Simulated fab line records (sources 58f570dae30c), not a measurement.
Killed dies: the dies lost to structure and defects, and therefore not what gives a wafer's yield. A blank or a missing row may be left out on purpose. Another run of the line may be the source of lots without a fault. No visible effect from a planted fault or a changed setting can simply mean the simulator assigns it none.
What tool caused it? | flow berkeley cmos170 | 18 wafers sampled from 6 lots at 1 step of a route of 331

## WHAT EACH GAUGE READ, for each wafer
UCB170_CONTACT_CD_MEAS_15: the cd target is 700 nm.
lot  | measured     | on        | cd nm (nm)
L684 | day 7 08:52  | cd sem-02 | 699.6 699.9 701.7
L686 | day 7 16:48  | cd sem-01 | 697.8 697.3 699.5
L690 | day 8 18:01  | cd sem-01 | 698.5 698.7 699.2
L693 | day 9 09:39  | cd sem-02 | 701.4 701.8 700.1
L700 | day 10 11:54 | cd sem-01 | 699.0 699.9 699.0
L702 | day 10 14:17 | cd sem-02 | 700.3 699.2 699.6

## WHAT TOOL EACH LOT RAN ON (gives the tool, then ch and the chambers of the sampled wafers, and finally the start)
Record: no process step prior to these readings.

## THE ANSWER, worked out from the rows above alone
Rule: the usual values come from the lots themselves. Put in order of their means at a reading, lots are off if they are a third of the lots or fewer, leave a main group of 4 or more, and stand apart from it by a gap of 3 or more times the standard deviation of the main group's means; of several such gaps the widest counts. Not used: any main group whose means are identical at the precision the tables above print for the reading. Also off: a lot with no number at a reading for which 4 or more lots have one. Any other lot the step has rows for is counted as sound.
Across all readings shown, no lot is off: no conclusion can be drawn from this.

## WHAT THE SIMULATOR HAD PUT IN
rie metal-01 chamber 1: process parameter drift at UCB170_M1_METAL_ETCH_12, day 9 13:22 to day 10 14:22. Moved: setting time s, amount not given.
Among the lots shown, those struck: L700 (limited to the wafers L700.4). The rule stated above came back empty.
